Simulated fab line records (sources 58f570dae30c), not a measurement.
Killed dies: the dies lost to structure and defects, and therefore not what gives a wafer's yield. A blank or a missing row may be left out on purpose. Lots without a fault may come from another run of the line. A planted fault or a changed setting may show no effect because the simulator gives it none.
fab line records :: flow berkeley_cmos170 :: part 2 of 2: steps 30 to 40 of 40
record
  lots=5
  wafers=15
  last_day=11
route steps=331 shown PFIELD@84 FIELD@89 SACOX@97 SCREENOX@100 NVT@104 PVT@115
lots with no fault: from the same line, run without faults
start_h: hours from the record's first day to the start of the lot's first wafer shown :: wait_h: time in hours since the lot's previous step :: " unchanged from the row above :: L1.1+2: a single row standing in for several wafers :: - no value, or no start given :: * or withheld: withheld :: < > ~ a bound
route shown NAME@n: names a module that has steps shown in the file, with the first one's number in the route :: usual: the fault-free wafers' mean and standard deviation :: same: alike in all rows :: chamber/n: place in a boat :: sites: per-site readings :: _std_site: the values' standard deviation :: _edge_site: outer sites' mean less inner sites' :: radius_mm: how far each site lies from the wafer's centre :: mask NAME#n: copy n :: behind: the tool/chamber that last shaped the wafer :: hold: what put the lot on hold/how long, in hours/how the hold closed :: device: names the non-switching transistor (n, p or np) :: end of line: the same wafers' tests at the end of the route :: where a step has no rows: the recipe by itself :: killed: not the wafer's yield, but the dies lost to structure and defects at the first sort :: map: dies across one wafer; x = killed, . = not, _ = none there
set.NAME: the setting the step ran with; set.NAME@STEP: the setting that earlier step ran with :: model.NAME: the simulator's own value behind a step, which no gauge read
lots at some steps of the route; a table a step, a row a wafer
services: the hour from which a tool's chamber was out of use, counted from the record's first day as start_h (under 0 if before that day), plus the number of hours and why
## steps
# step UCB170_NVT_TW_MEAS_09
# usual
  NVT_TW=522/4
lot.wafer: L081.3
tool: film_metro-04
chamber: -
start_h: 160.66
wait_h: 0.1
NVT_TW: 518

lot.wafer: L081.5
tool: film_metro-04
chamber: -
start_h: 160.66
wait_h: 0.1
NVT_TW: 518

lot.wafer: L081.6
tool: film_metro-04
chamber: -
start_h: 160.66
wait_h: 0.1
NVT_TW: 521

lot.wafer: L082.1
tool: film_metro-04
chamber: -
start_h: 161.02
wait_h: 0.1
NVT_TW: 518

lot.wafer: L082.3
tool: film_metro-04
chamber: -
start_h: 161.02
wait_h: 0.1
NVT_TW: 516

lot.wafer: L082.6
tool: film_metro-04
chamber: -
start_h: 161.02
wait_h: 0.1
NVT_TW: 521

lot.wafer: L084.2
tool: film_metro-04
chamber: -
start_h: 180.40
wait_h: 0.1
NVT_TW: 518

lot.wafer: L084.3
tool: film_metro-04
chamber: -
start_h: 180.40
wait_h: 0.1
NVT_TW: 519

lot.wafer: L084.5
tool: film_metro-04
chamber: -
start_h: 180.40
wait_h: 0.1
NVT_TW: 520

lot.wafer: L083.2
tool: film_metro-03
chamber: -
start_h: 180.65
wait_h: 0.1
NVT_TW: 522

lot.wafer: L083.3
tool: film_metro-03
chamber: -
start_h: 180.65
wait_h: 0.1
NVT_TW: 523

lot.wafer: L083.5
tool: film_metro-03
chamber: -
start_h: 180.65
wait_h: 0.1
NVT_TW: 518

lot.wafer: L086.2
tool: film_metro-03
chamber: -
start_h: 198.49
wait_h: 0.1
NVT_TW: 523

lot.wafer: L086.4
tool: film_metro-03
chamber: -
start_h: 198.49
wait_h: 0.1
NVT_TW: 524

lot.wafer: L086.5
tool: film_metro-03
chamber: -
start_h: 198.49
wait_h: 0.1
NVT_TW: 521
# step UCB170_NVT_CLEAN_10
# recipe
  chemistry=SPM
  temp_c=120
  time_s=600
lot.wafer: L081.3+5+6
tool: wet_bench-02
chamber: 1
start_h: 160.70
wait_h: 0.0

lot.wafer: L082.1+3+6
tool: wet_bench-04
chamber: 1
start_h: 161.08
wait_h: 0.1

lot.wafer: L084.2+3+5
tool: wet_bench-02
chamber: 2
start_h: 180.57
wait_h: 0.2

lot.wafer: L083.2+3+5
tool: wet_bench-01
chamber: 0
start_h: 180.72
wait_h: 0.1

lot.wafer: L086.2+4+5
tool: wet_bench-02
chamber: 1
start_h: 198.54
wait_h: 0.0
# step UCB170_PVT_HMDS_00
# recipe
  prime_time_s=60
  prime_temp_c=100
# same
  prime_time_s=60
lot.wafer: L081.3+5+6
tool: litho_track-02
chamber: 0
start_h: 162.20
wait_h: 1.3

lot.wafer: L082.1+3+6
tool: litho_track-04
chamber: 0
start_h: 162.36
wait_h: 1.1

lot.wafer: L083.2+3+5
tool: litho_track-01
chamber: 0
start_h: 181.27
wait_h: 0.4

lot.wafer: L084.2+3+5
tool: litho_track-04
chamber: 0
start_h: 181.33
wait_h: 0.4

lot.wafer: L086.2+4+5
tool: litho_track-01
chamber: 0
start_h: 198.74
wait_h: 0.0
# step UCB170_PVT_COAT_01
# recipe
  resist=KrF
  spin_rpm=1500
  resist_thk_nm=900
# usual
  dispense_pressure_kPa=50/7.6
lot.wafer: L081.3
tool: litho_track-02
chamber: 0
start_h: 162.35
wait_h: 0.1
dispense_pressure_kPa: 45

lot.wafer: L081.5
tool: litho_track-02
chamber: 0
start_h: 162.35
wait_h: 0.1
dispense_pressure_kPa: 45

lot.wafer: L081.6
tool: litho_track-02
chamber: 0
start_h: 162.35
wait_h: 0.1
dispense_pressure_kPa: 45

lot.wafer: L082.1
tool: litho_track-04
chamber: 0
start_h: 162.51
wait_h: 0.1
dispense_pressure_kPa: 60

lot.wafer: L082.3
tool: litho_track-04
chamber: 0
start_h: 162.51
wait_h: 0.1
dispense_pressure_kPa: 60

lot.wafer: L082.6
tool: litho_track-04
chamber: 0
start_h: 162.51
wait_h: 0.1
dispense_pressure_kPa: 60

lot.wafer: L083.2
tool: litho_track-01
chamber: 0
start_h: 181.42
wait_h: 0.1
dispense_pressure_kPa: 43

lot.wafer: L083.3
tool: litho_track-01
chamber: 0
start_h: 181.42
wait_h: 0.1
dispense_pressure_kPa: 44

lot.wafer: L083.5
tool: litho_track-01
chamber: 0
start_h: 181.42
wait_h: 0.1
dispense_pressure_kPa: 44

lot.wafer: L084.2
tool: litho_track-04
chamber: 0
start_h: 181.48
wait_h: 0.1
dispense_pressure_kPa: 60

lot.wafer: L084.3
tool: litho_track-04
chamber: 0
start_h: 181.48
wait_h: 0.1
dispense_pressure_kPa: 60

lot.wafer: L084.5
tool: litho_track-04
chamber: 0
start_h: 181.48
wait_h: 0.1
dispense_pressure_kPa: 60

lot.wafer: L086.2
tool: litho_track-01
chamber: 0
start_h: 198.89
wait_h: 0.1
dispense_pressure_kPa: 44

lot.wafer: L086.4
tool: litho_track-01
chamber: 0
start_h: 198.89
wait_h: 0.1
dispense_pressure_kPa: 44

lot.wafer: L086.5
tool: litho_track-01
chamber: 0
start_h: 198.89
wait_h: 0.1
dispense_pressure_kPa: 44
# step UCB170_PVT_SOFTBAKE_02
# recipe
  resist=KrF
  temp_c=130
  time_s=60
# usual
  plate_temp_C=130.00/0.13
lot.wafer: L081.3
tool: litho_track-02
chamber: 0
start_h: 162.50
wait_h: 0.1
plate_temp_C: 130.01

lot.wafer: L081.5
tool: litho_track-02
chamber: 0
start_h: 162.50
wait_h: 0.1
plate_temp_C: 130.28

lot.wafer: L081.6
tool: litho_track-02
chamber: 0
start_h: 162.50
wait_h: 0.1
plate_temp_C: 129.95

lot.wafer: L082.1
tool: litho_track-04
chamber: 0
start_h: 162.66
wait_h: 0.1
plate_temp_C: 129.89

lot.wafer: L082.3
tool: litho_track-04
chamber: 0
start_h: 162.66
wait_h: 0.1
plate_temp_C: 129.90

lot.wafer: L082.6
tool: litho_track-04
chamber: 0
start_h: 162.66
wait_h: 0.1
plate_temp_C: 130.01

lot.wafer: L083.2
tool: litho_track-01
chamber: 0
start_h: 181.57
wait_h: 0.1
plate_temp_C: 130.05

lot.wafer: L083.3
tool: litho_track-01
chamber: 0
start_h: 181.57
wait_h: 0.1
plate_temp_C: 130.01

lot.wafer: L083.5
tool: litho_track-01
chamber: 0
start_h: 181.57
wait_h: 0.1
plate_temp_C: 130.09

lot.wafer: L084.2
tool: litho_track-04
chamber: 0
start_h: 181.63
wait_h: 0.1
plate_temp_C: 129.96

lot.wafer: L084.3
tool: litho_track-04
chamber: 0
start_h: 181.63
wait_h: 0.1
plate_temp_C: 130.11

lot.wafer: L084.5
tool: litho_track-04
chamber: 0
start_h: 181.63
wait_h: 0.1
plate_temp_C: 130.00

lot.wafer: L086.2
tool: litho_track-01
chamber: 0
start_h: 199.04
wait_h: 0.1
plate_temp_C: 130.25

lot.wafer: L086.4
tool: litho_track-01
chamber: 0
start_h: 199.04
wait_h: 0.1
plate_temp_C: 129.98

lot.wafer: L086.5
tool: litho_track-01
chamber: 0
start_h: 199.04
wait_h: 0.1
plate_temp_C: 130.14
# step UCB170_PVT_EXPOSE_03
# recipe
  mask_id=NWELL
  target_cd_nm=3000
  na=0.5
  sigma_outer=0.6
  source_shape=conventional
  dose_mj=30
# usual
  focus_offset_nm=0.1/0.59
  stage_vel_mm_s=499.96/0.25
lot.wafer: L081.3
tool: krf_scanner-01
chamber: 0
start_h: 162.85
wait_h: 0.3
mask: NWELL#0
focus_offset_nm: 0.6
stage_vel_mm_s: 499.77

lot.wafer: L081.5
tool: krf_scanner-01
chamber: 0
start_h: 162.85
wait_h: 0.3
mask: NWELL#0
focus_offset_nm: 0.5
stage_vel_mm_s: 500.03

lot.wafer: L081.6
tool: krf_scanner-01
chamber: 0
start_h: 162.85
wait_h: 0.3
mask: NWELL#0
focus_offset_nm: 0.4
stage_vel_mm_s: 500.14

lot.wafer: L082.1
tool: krf_scanner-02
chamber: 0
start_h: 163.17
wait_h: 0.5
mask: NWELL#0
focus_offset_nm: 0.6
stage_vel_mm_s: 500.14

lot.wafer: L082.3
tool: krf_scanner-02
chamber: 0
start_h: 163.17
wait_h: 0.5
mask: NWELL#0
focus_offset_nm: 0.5
stage_vel_mm_s: 499.94

lot.wafer: L082.6
tool: krf_scanner-02
chamber: 0
start_h: 163.17
wait_h: 0.5
mask: NWELL#0
focus_offset_nm: -0.2
stage_vel_mm_s: 500.16

lot.wafer: L083.2
tool: krf_scanner-02
chamber: 0
start_h: 181.72
wait_h: 0.1
mask: NWELL#0
focus_offset_nm: 0.8
stage_vel_mm_s: 499.76

lot.wafer: L083.3
tool: krf_scanner-02
chamber: 0
start_h: 181.72
wait_h: 0.1
mask: NWELL#0
focus_offset_nm: 0.5
stage_vel_mm_s: 499.96

lot.wafer: L083.5
tool: krf_scanner-02
chamber: 0
start_h: 181.72
wait_h: 0.1
mask: NWELL#0
focus_offset_nm: 0.4
stage_vel_mm_s: 500.13

lot.wafer: L084.2
tool: krf_scanner-01
chamber: 0
start_h: 181.96
wait_h: 0.3
mask: NWELL#0
focus_offset_nm: 0.5
stage_vel_mm_s: 499.99

lot.wafer: L084.3
tool: krf_scanner-01
chamber: 0
start_h: 181.96
wait_h: 0.3
mask: NWELL#0
focus_offset_nm: 0.2
stage_vel_mm_s: 499.88

lot.wafer: L084.5
tool: krf_scanner-01
chamber: 0
start_h: 181.96
wait_h: 0.3
mask: NWELL#0
focus_offset_nm: -0.4
stage_vel_mm_s: 499.91

lot.wafer: L086.2
tool: krf_scanner-01
chamber: 0
start_h: 199.31
wait_h: 0.2
mask: NWELL#0
focus_offset_nm: 0.1
stage_vel_mm_s: 500.20

lot.wafer: L086.4
tool: krf_scanner-01
chamber: 0
start_h: 199.31
wait_h: 0.2
mask: NWELL#0
focus_offset_nm: 0.2
stage_vel_mm_s: 500.03

lot.wafer: L086.5
tool: krf_scanner-01
chamber: 0
start_h: 199.31
wait_h: 0.2
mask: NWELL#0
focus_offset_nm: -0.4
stage_vel_mm_s: 500.02
# step UCB170_PVT_PEB_04
# recipe
  peb_temp_c=130
  peb_time_s=withheld
  resist=KrF
# usual
  plate_temp_C=130.02/0.15
lot.wafer: L081.3
tool: litho_track-02
chamber: 0
start_h: 163.83
wait_h: 1.0
plate_temp_C: 130.01

lot.wafer: L081.5
tool: litho_track-02
chamber: 0
start_h: 163.83
wait_h: 1.0
plate_temp_C: 129.91

lot.wafer: L081.6
tool: litho_track-02
chamber: 0
start_h: 163.83
wait_h: 1.0
plate_temp_C: 129.79

lot.wafer: L082.1
tool: litho_track-01
chamber: 0
start_h: 164.09
wait_h: 0.9
plate_temp_C: 130.24

lot.wafer: L082.3
tool: litho_track-01
chamber: 0
start_h: 164.09
wait_h: 0.9
plate_temp_C: 130.34

lot.wafer: L082.6
tool: litho_track-01
chamber: 0
start_h: 164.09
wait_h: 0.9
plate_temp_C: 130.05

lot.wafer: L083.2
tool: litho_track-04
chamber: 0
start_h: 182.33
wait_h: 0.6
plate_temp_C: 129.92

lot.wafer: L083.3
tool: litho_track-04
chamber: 0
start_h: 182.33
wait_h: 0.6
plate_temp_C: 130.00

lot.wafer: L083.5
tool: litho_track-04
chamber: 0
start_h: 182.33
wait_h: 0.6
plate_temp_C: 129.81

lot.wafer: L084.2
tool: litho_track-02
chamber: 0
start_h: 182.44
wait_h: 0.5
plate_temp_C: 130.05

lot.wafer: L084.3
tool: litho_track-02
chamber: 0
start_h: 182.44
wait_h: 0.5
plate_temp_C: 129.99

lot.wafer: L084.5
tool: litho_track-02
chamber: 0
start_h: 182.44
wait_h: 0.5
plate_temp_C: 130.08

lot.wafer: L086.2
tool: litho_track-02
chamber: 0
start_h: 199.43
wait_h: 0.1
plate_temp_C: 129.87

lot.wafer: L086.4
tool: litho_track-02
chamber: 0
start_h: 199.43
wait_h: 0.1
plate_temp_C: 130.14

lot.wafer: L086.5
tool: litho_track-02
chamber: 0
start_h: 199.43
wait_h: 0.1
plate_temp_C: 129.99
# step UCB170_PVT_DEVELOP_05
# recipe
  developer=TMAH
  develop_time_s=45
  resist=KrF
  dev_temp_c=21
lot.wafer: L081.3+5+6
tool: litho_track-02
chamber: 0
start_h: -
wait_h: -

lot.wafer: L082.1+3+6
tool: litho_track-01
chamber: 0
start_h: -
wait_h: -

lot.wafer: L083.2+3+5
tool: litho_track-04
chamber: 0
start_h: -
wait_h: -

lot.wafer: L084.2+3+5
tool: litho_track-02
chamber: 0
start_h: -
wait_h: -

lot.wafer: L086.2+4+5
tool: litho_track-02
chamber: 0
start_h: -
wait_h: -
# step UCB170_PVT_OVL_MEAS_06
# usual
  PVT_OVL=-2/6.1
lot.wafer: L081.3
tool: overlay-01
chamber: -
start_h: 164.06
wait_h: -
PVT_OVL[nm]: -4

lot.wafer: L081.5
tool: overlay-01
chamber: -
start_h: 164.06
wait_h: -
PVT_OVL[nm]: 0

lot.wafer: L081.6
tool: overlay-01
chamber: -
start_h: 164.06
wait_h: -
PVT_OVL[nm]: 2

lot.wafer: L082.1
tool: overlay-01
chamber: -
start_h: 164.36
wait_h: -
PVT_OVL[nm]: 8

lot.wafer: L082.3
tool: overlay-01
chamber: -
start_h: 164.36
wait_h: -
PVT_OVL[nm]: 10

lot.wafer: L082.6
tool: overlay-01
chamber: -
start_h: 164.36
wait_h: -
PVT_OVL[nm]: 3

lot.wafer: L083.2
tool: overlay-01
chamber: -
start_h: 182.59
wait_h: -
PVT_OVL[nm]: -6

lot.wafer: L083.3
tool: overlay-01
chamber: -
start_h: 182.59
wait_h: -
PVT_OVL[nm]: 8

lot.wafer: L083.5
tool: overlay-01
chamber: -
start_h: 182.59
wait_h: -
PVT_OVL[nm]: 7

lot.wafer: L084.2
tool: overlay-02
chamber: -
start_h: 182.70
wait_h: -
PVT_OVL[nm]: -7

lot.wafer: L084.3
tool: overlay-02
chamber: -
start_h: 182.70
wait_h: -
PVT_OVL[nm]: -13

lot.wafer: L084.5
tool: overlay-02
chamber: -
start_h: 182.70
wait_h: -
PVT_OVL[nm]: -9

lot.wafer: L086.2
tool: overlay-02
chamber: -
start_h: 199.69
wait_h: -
PVT_OVL[nm]: -8

lot.wafer: L086.4
tool: overlay-02
chamber: -
start_h: 199.69
wait_h: -
PVT_OVL[nm]: -14

lot.wafer: L086.5
tool: overlay-02
chamber: -
start_h: 199.69
wait_h: -
PVT_OVL[nm]: -1
# step UCB170_PVT_IMPLANT_07
# recipe
  species=P
  dose_cm2=2e+12
  energy_kev=30
  tilt_deg=7
# same
  implant_ion_amu=31
lot.wafer: L081.3+5+6
tool: implanter-01
chamber: 0
start_h: 164.14
wait_h: 0.1

lot.wafer: L082.1+3+6
tool: implanter-01
chamber: 0
start_h: 164.40
wait_h: 0.0

lot.wafer: L083.2+3+5
tool: implanter-03
chamber: 0
start_h: 182.64
wait_h: 0.0

lot.wafer: L084.2+3+5
tool: implanter-04
chamber: 0
start_h: 182.75
wait_h: 0.0

lot.wafer: L086.2+4+5
tool: implanter-04
chamber: 0
start_h: 199.74
wait_h: 0.0
# step UCB170_PVT_STRIP_08
# recipe
  chemistry=O2
  power_w=400
  pressure_mtorr=3500
  platen_temp_c=withheld
  o2_flow_sccm=400
  overash_fraction=0.5
# usual
  drypump_motor_current_A=5.7/0.47
  oes_product_au=0.734/0.0047
  strip_time_to_endpoint_s=21.62/0.054
lot.wafer: L081.3
tool: plasma_asher-02
chamber: 1
start_h: 164.27
wait_h: 0.1
drypump_motor_current_A: 6.1
oes_product_au: 0.729
rf_hours_counter_h: -
strip_time_to_endpoint_s: 21.67

lot.wafer: L081.5
tool: plasma_asher-02
chamber: 0
start_h: 164.27
wait_h: 0.1
drypump_motor_current_A: 5.2
oes_product_au: 0.728
rf_hours_counter_h: -
strip_time_to_endpoint_s: 21.66

lot.wafer: L081.6
tool: plasma_asher-02
chamber: 1
start_h: 164.27
wait_h: 0.1
drypump_motor_current_A: 6.1
oes_product_au: 0.738
rf_hours_counter_h: -
strip_time_to_endpoint_s: 21.66

lot.wafer: L082.1
tool: plasma_asher-02
chamber: 1
start_h: 164.55
wait_h: 0.1
drypump_motor_current_A: 6.1
oes_product_au: 0.743
rf_hours_counter_h: 44
strip_time_to_endpoint_s: 21.60

lot.wafer: L082.3
tool: plasma_asher-02
chamber: 1
start_h: 164.55
wait_h: 0.1
drypump_motor_current_A: 6.1
oes_product_au: 0.740
rf_hours_counter_h: -
strip_time_to_endpoint_s: 21.59

lot.wafer: L082.6
tool: plasma_asher-02
chamber: 1
start_h: 164.55
wait_h: 0.1
drypump_motor_current_A: 6.1
oes_product_au: 0.739
rf_hours_counter_h: -
strip_time_to_endpoint_s: 21.57

lot.wafer: L083.2
tool: plasma_asher-01
chamber: 0
start_h: 182.77
wait_h: 0.1
drypump_motor_current_A: 6.2
oes_product_au: 0.737
rf_hours_counter_h: 42
strip_time_to_endpoint_s: 21.68

lot.wafer: L083.3
tool: plasma_asher-01
chamber: 1
start_h: 182.77
wait_h: 0.1
drypump_motor_current_A: 5.4
oes_product_au: 0.735
rf_hours_counter_h: -
strip_time_to_endpoint_s: 21.74

lot.wafer: L083.5
tool: plasma_asher-01
chamber: 1
start_h: 182.77
wait_h: 0.1
drypump_motor_current_A: 5.5
oes_product_au: 0.735
rf_hours_counter_h: -
strip_time_to_endpoint_s: 21.67

lot.wafer: L084.2
tool: plasma_asher-02
chamber: 1
start_h: 182.88
wait_h: 0.1
drypump_motor_current_A: 6.1
oes_product_au: 0.731
rf_hours_counter_h: 46
strip_time_to_endpoint_s: 21.58

lot.wafer: L084.3
tool: plasma_asher-02
chamber: 0
start_h: 182.88
wait_h: 0.1
drypump_motor_current_A: 5.2
oes_product_au: 0.728
rf_hours_counter_h: -
strip_time_to_endpoint_s: 21.58

lot.wafer: L084.5
tool: plasma_asher-02
chamber: 1
start_h: 182.88
wait_h: 0.1
drypump_motor_current_A: 6.1
oes_product_au: 0.734
rf_hours_counter_h: -
strip_time_to_endpoint_s: 21.58

lot.wafer: L086.2
tool: plasma_asher-01
chamber: 1
start_h: 199.87
wait_h: 0.1
drypump_motor_current_A: 5.5
oes_product_au: 0.735
rf_hours_counter_h: 43
strip_time_to_endpoint_s: 21.58

lot.wafer: L086.4
tool: plasma_asher-01
chamber: 0
start_h: 199.87
wait_h: 0.1
drypump_motor_current_A: 6.3
oes_product_au: 0.744
rf_hours_counter_h: -
strip_time_to_endpoint_s: 21.60

lot.wafer: L086.5
tool: plasma_asher-01
chamber: 1
start_h: 199.87
wait_h: 0.1
drypump_motor_current_A: 5.6
oes_product_au: 0.731
rf_hours_counter_h: -
strip_time_to_endpoint_s: 21.61
## services
tool: krf_scanner-01
chamber: -
start_h: 105.65
hours: 1.0
kind: pm

tool: implanter-03
chamber: -
start_h: 108.22
hours: 2.2
kind: repair

tool: plasma_asher-03
chamber: -
start_h: 108.75
hours: 9.0
kind: pm

tool: plasma_asher-03
chamber: 0
start_h: 108.75
hours: 9.0
kind: vent_cycle

tool: plasma_asher-03
chamber: 1
start_h: 108.75
hours: 9.0
kind: vent_cycle

tool: implanter-01
chamber: -
start_h: 114.79
hours: 17.2
kind: pm

tool: plasma_asher-03
chamber: 0
start_h: 117.75
hours: -
kind: clean

tool: plasma_asher-03
chamber: 1
start_h: 117.75
hours: -
kind: clean

tool: wet_bench-02
chamber: -
start_h: 130.39
hours: 1.1
kind: repair

tool: furnace-01
chamber: -
start_h: 131.76
hours: 3.1
kind: pm

tool: implanter-01
chamber: -
start_h: 132.04
hours: 29.9
kind: pm

tool: wet_bench-04
chamber: -
start_h: 134.29
hours: 1.9
kind: pm

tool: krf_scanner-02
chamber: -
start_h: 163.75
hours: 1.0
kind: pm

tool: furnace-02
chamber: -
start_h: 164.34
hours: 4.0
kind: pm

tool: implanter-02
chamber: -
start_h: 167.90
hours: 3.2
kind: repair

tool: furnace-04
chamber: -
start_h: 170.51
hours: 52.3
kind: pm

tool: plasma_asher-03
chamber: -
start_h: 192.11
hours: 1.7
kind: repair

tool: krf_scanner-01
chamber: -
start_h: 197.45
hours: 1.3
kind: pm
